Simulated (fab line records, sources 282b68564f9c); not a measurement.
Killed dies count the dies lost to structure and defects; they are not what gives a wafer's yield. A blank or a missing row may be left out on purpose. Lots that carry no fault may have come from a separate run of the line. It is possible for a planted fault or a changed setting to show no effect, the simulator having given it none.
The tool behind it: which one? / flow ritCmos / Sampling: 14 lots, 42 wafers, 2 of 202 route steps

## WHAT THE GAUGES READ, wafer by wafer
The record lacks any reading of a measuring or inspecting step that a usual standard deviation could be used to judge.

## WHICH TOOL RAN EACH LOT (tool, then ch and the chambers of the sampled wafers, then the start)
lot=L891; RIT_PWELL_STRIP_09=plasmaAsher-02 ch 0,1, day 2 00:25; RIT_M1_PROBE_99=-
lot=L893; RIT_PWELL_STRIP_09=plasmaAsher-04 ch 0,1, day 2 08:43; RIT_M1_PROBE_99=-
lot=L895; RIT_PWELL_STRIP_09=plasmaAsher-02 ch 0,1, day 2 18:31; RIT_M1_PROBE_99=-
lot=L896; RIT_PWELL_STRIP_09=plasmaAsher-01 ch 0,1, day 3 01:44; RIT_M1_PROBE_99=-
lot=L897; RIT_PWELL_STRIP_09=plasmaAsher-01 ch 0,1, day 3 05:28; RIT_M1_PROBE_99=-
lot=L898; RIT_PWELL_STRIP_09=plasmaAsher-02 ch 1, day 3 10:31; RIT_M1_PROBE_99=-
lot=L899; RIT_PWELL_STRIP_09=plasmaAsher-04 ch 0,1, day 3 14:53; RIT_M1_PROBE_99=-
lot=L901; RIT_PWELL_STRIP_09=plasmaAsher-02 ch 0,1, day 4 01:35; RIT_M1_PROBE_99=-
lot=L903; RIT_PWELL_STRIP_09=plasmaAsher-01 ch 1, day 4 10:14; RIT_M1_PROBE_99=-
lot=L904; RIT_PWELL_STRIP_09=plasmaAsher-04 ch 1, day 4 15:24; RIT_M1_PROBE_99=-
lot=L905; RIT_PWELL_STRIP_09=plasmaAsher-04 ch 0,1, day 4 21:04; RIT_M1_PROBE_99=prober-02, day 6 09:12
lot=L912; RIT_PWELL_STRIP_09=plasmaAsher-01 ch 0, day 6 12:14; RIT_M1_PROBE_99=-
lot=L913; RIT_PWELL_STRIP_09=plasmaAsher-02 ch 0,1, day 6 15:01; RIT_M1_PROBE_99=-
lot=L914; RIT_PWELL_STRIP_09=plasmaAsher-02 ch 0,1, day 6 19:38; RIT_M1_PROBE_99=-
- RIT_PWELL_STRIP_09: strips in O2, time 180 s.
- RIT_M1_PROBE_99

## WHAT THE TOOLS THEMSELVES READ (means of the sampled wafers that have a number; where no wafer has one, the mark that the record gives instead)
RIT_PWELL_STRIP_09. Usual: chamberPressureMTorr 4000 mTorr, standard deviation 3.6; drypumpMotorCurrentA 5.6 A, standard deviation 0.38; o2FlowSccm 4005 sccm, standard deviation 13.
lot=L891; tool=plasmaAsher-02; chamberPressureMTorr (mTorr)=4002; drypumpMotorCurrentA (A)=5.6; o2FlowSccm (sccm)=4017; flag=
lot=L893; tool=plasmaAsher-04; chamberPressureMTorr (mTorr)=4003; drypumpMotorCurrentA (A)=5.4; o2FlowSccm (sccm)=4009; flag=
lot=L895; tool=plasmaAsher-02; chamberPressureMTorr (mTorr)=4002; drypumpMotorCurrentA (A)=5.7; o2FlowSccm (sccm)=3999; flag=
lot=L896; tool=plasmaAsher-01; chamberPressureMTorr (mTorr)=4001; drypumpMotorCurrentA (A)=5.4; o2FlowSccm (sccm)=3983; flag=
lot=L897; tool=plasmaAsher-01; chamberPressureMTorr (mTorr)=4003; drypumpMotorCurrentA (A)=5.4; o2FlowSccm (sccm)=4002; flag=
lot=L898; tool=plasmaAsher-02; chamberPressureMTorr (mTorr)=4002; drypumpMotorCurrentA (A)=5.7; o2FlowSccm (sccm)=4007; flag=
lot=L899; tool=plasmaAsher-04; chamberPressureMTorr (mTorr)=4002; drypumpMotorCurrentA (A)=5.4; o2FlowSccm (sccm)=4020; flag=
lot=L901; tool=plasmaAsher-02; chamberPressureMTorr (mTorr)=3999; drypumpMotorCurrentA (A)=5.6; o2FlowSccm (sccm)=4004; flag=
lot=L903; tool=plasmaAsher-01; chamberPressureMTorr (mTorr)=3999; drypumpMotorCurrentA (A)=5.9; o2FlowSccm (sccm)=4000; flag=
lot=L904; tool=plasmaAsher-04; chamberPressureMTorr (mTorr)=4000; drypumpMotorCurrentA (A)=6.1; o2FlowSccm (sccm)=4809; flag=OFF
lot=L905; tool=plasmaAsher-04; chamberPressureMTorr (mTorr)=4002; drypumpMotorCurrentA (A)=5.7; o2FlowSccm (sccm)=4803; flag=OFF
lot=L912; tool=plasmaAsher-01; chamberPressureMTorr (mTorr)=4001; drypumpMotorCurrentA (A)=5.1; o2FlowSccm (sccm)=3996; flag=
lot=L913; tool=plasmaAsher-02; chamberPressureMTorr (mTorr)=3998; drypumpMotorCurrentA (A)=5.6; o2FlowSccm (sccm)=3994; flag=
lot=L914; tool=plasmaAsher-02; chamberPressureMTorr (mTorr)=3999; drypumpMotorCurrentA (A)=5.6; o2FlowSccm (sccm)=4004; flag=

RIT_M1_PROBE_99. Usual: killed_at_M0_to_M3 0.0, standard deviation 0.16; killedAtContacts 0.1, standard deviation 0.24; killedAtFrontEnd 6.7, standard deviation 2.9; killedDies 6.8, standard deviation 2.9; killedOpen 3.5, standard deviation 1.8; killedShort 3.3, standard deviation 2.1.
lot=L905 tool=prober-02 killed_at_M0_to_M3=0.0 killedAtContacts=0.0 killedAtFrontEnd=6.0 killedDies=6.0 killedOpen=2.7 killedShort=3.3 flag=

## THE ANSWER, worked out from the rows above alone
Rule: a lot counts as off when the mean over its wafers that have a number is more than 3 standard deviations away from the usual mean. A lot without any number at a reading at which 4 lots or more have one is off too. Where the step has rows for the other lots, those lots are counted as sound. The gauges are gone through in route order, then the tools' own readings, and for those a lot's mean is taken as printed above. The first step at which some lot is off is used, and at that step the reading that is off furthest; a lot without a number counts as furthest.
Off at RIT_PWELL_STRIP_09 (o2FlowSccm): L904, L905.
If a tool, at that step or one of the process steps before it, ran each lot that is off and ran no sound lot following the first of them, it fits. One fits: plasmaAsher-04 at RIT_PWELL_STRIP_09. Its last sound lot is L899 (day 3 14:53), its first lot that is off L904 (day 4 15:24): a fault that began between those two fits.
The tool's own readings at RIT_PWELL_STRIP_09 bear it out: on the lots that are off they differ by more than 5 times the standard deviation of the sound lots' means. o2FlowSccm reads 4806 sccm there against 4003 sccm on the sound lots.

## WHAT THE SIMULATOR HAD PUT IN
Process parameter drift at RIT_PWELL_STRIP_09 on plasmaAsher-04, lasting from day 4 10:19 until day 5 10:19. Setting o2FlowSccm shifted by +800 from 4000. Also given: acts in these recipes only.
Lots struck among those shown: L904, L905. The rule above found the same.
